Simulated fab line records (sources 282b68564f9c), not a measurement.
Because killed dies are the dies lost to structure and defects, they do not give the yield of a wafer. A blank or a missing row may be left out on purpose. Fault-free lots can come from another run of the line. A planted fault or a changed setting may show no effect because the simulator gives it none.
Struck lot and sound lot, side by side || flow rit-cmos || 16 steps out of a route of 202
Sound: wafers L805.2, L805.4, L805.5. Struck: wafers L811.1, L811.2, L811.4. The cause comes at the end.
At each step with rows: each side's tool, then ch and its chambers, then its first start. Under that, the readings that differ: sound wafers || struck wafers || difference of the means || sigmas: that difference in standard deviations of wafers without a fault.
alike: words and numbers the same on both sides, and readings whose means are apart by under 2 such deviations; not compared: readings that were withheld, readings missing a value for some wafer, numbers with overlapping values and no deviation given by the record, and bounds like >300 which may hide the same value.
The two part at a step that has a row with sigmas, a row that says differs or no value, or rows on one side only. When numbers do not overlap yet have no deviation, they are printed without sigmas and do not part them. A reading that every wafer of one side lacks parts them only if that side has two wafers or more.

first, 4 steps without rows for these wafers: RIT_ACTIVE_SOFTBAKE_07 (time 60 s); RIT_ACTIVE_EXPOSE_08 (exposes mask M1, target cd 1400 nm); RIT_ACTIVE_PEB_09; RIT_ACTIVE_DEVELOP_10 (develop time 50 s).
RIT_ACTIVE_CD_MEAS_11 targets a cd of 1400 nm.
  sound on cd-sem-02, day 2 11:09; struck on cd-sem-01, day 3 16:26
  alike: cd-nm
then, 1 step without rows for these wafers: RIT_ACTIVE_HARDBAKE_12 (time 60 s).
RIT_ACTIVE_ETCH_13: etches Si3N4 in SF6, stops on SiO2, time 210 s, target depth 210 nm.
  sound on rie-diel-04 ch 2,3, day 2 11:24; struck on rie-diel-03 ch 0,2,3, day 3 16:43
  alike: drypump-motor-current-A, oes-product-au, rf-fwd-power-W, throttle-valve-pct
  not compared: rf-hours-counter-h
RIT_ACTIVE_STRIP_14: strips in O2, time 180 s.
  sound on plasma-asher-03 ch 0,1, day 2 11:32; struck on plasma-asher-01 ch 0,1, day 3 16:50
  alike: drypump-motor-current-A
  not compared: rf-hours-counter-h
RIT_ACTIVE_CD_MEAS_90 targets a cd of 1400 nm.
  sound on cd-sem-02, day 2 11:44; struck on cd-sem-02, day 3 17:01
  alike: cd-nm
then, 3 steps without rows for these wafers: RIT_ACTIVE_CLEAN_15 (cleans in SC1, time 600 s); RIT_ACTIVE_CLEAN_16 (cleans in dHF, time 30 s); RIT_ACTIVE_CLEAN_17 (cleans in SC2, time 600 s).
RIT_FOX1_OXIDATION_00: target thk 350.7 nm, ox time 1130 s.
  sound on furnace-04 ch 0, day 2 14:11; struck on furnace-04 ch 0, day 3 20:34
{"reading": "model.SiO2_of_FOX1_OXIDATION_00.thk-nm (nm)", "sound": "347.9 357.4 354.1", "struck": "302.5 309.7 305.8", "difference": -47.1, "sigmas": ""}
  alike: zone-power-centre-pct
RIT_FOX1_THK_MEAS_01:
  sound on film-metro-04, day 2 15:31; struck on film-metro-04, day 3 21:52
{"reading": "FOX1_OXIDE_THK (nm)", "sound": "348 358 354", "struck": "303 310 306", "difference": -47, "sigmas": -6}
then, 1 step without rows for these wafers: RIT_FOX1_WET_ETCH_02 (etches SiO2 in BOE, target depth 350 nm, time 390 s).
RIT_M1_PROBE_99:
  sound on prober-02, day 4 13:36; struck on prober-02, day 5 20:53
{"reading": "model.etest.nplus-sal.width-nm (nm)", "sound": "3425 3417 3412", "struck": "3500 3491 3504", "difference": "+80", "sigmas": ""}
{"reading": "model.etest.pplus-sal.width-nm (nm)", "sound": "3426 3418 3426", "struck": "3519 3479 3482", "difference": "+70", "sigmas": ""}
{"reading": "model.etest.pldd.width-nm (nm)", "sound": "3186 3184 3172", "struck": "3240 3227 3220", "difference": "+48", "sigmas": ""}
{"reading": "model.etest.nldd.width-nm (nm)", "sound": "3179 3176 3170", "struck": "3227 3232 3228", "difference": "+54", "sigmas": ""}
  alike: killed-at-contacts, killed-at-front-end, killed-dies, killed-open, killed-short

## WHERE THEY PART
RIT_FOX1_THK_MEAS_01 only, going by this record. Later steps at which nothing parts them and some readings are alike: RIT_M1_PROBE_99.

WHY: what the simulator had put in
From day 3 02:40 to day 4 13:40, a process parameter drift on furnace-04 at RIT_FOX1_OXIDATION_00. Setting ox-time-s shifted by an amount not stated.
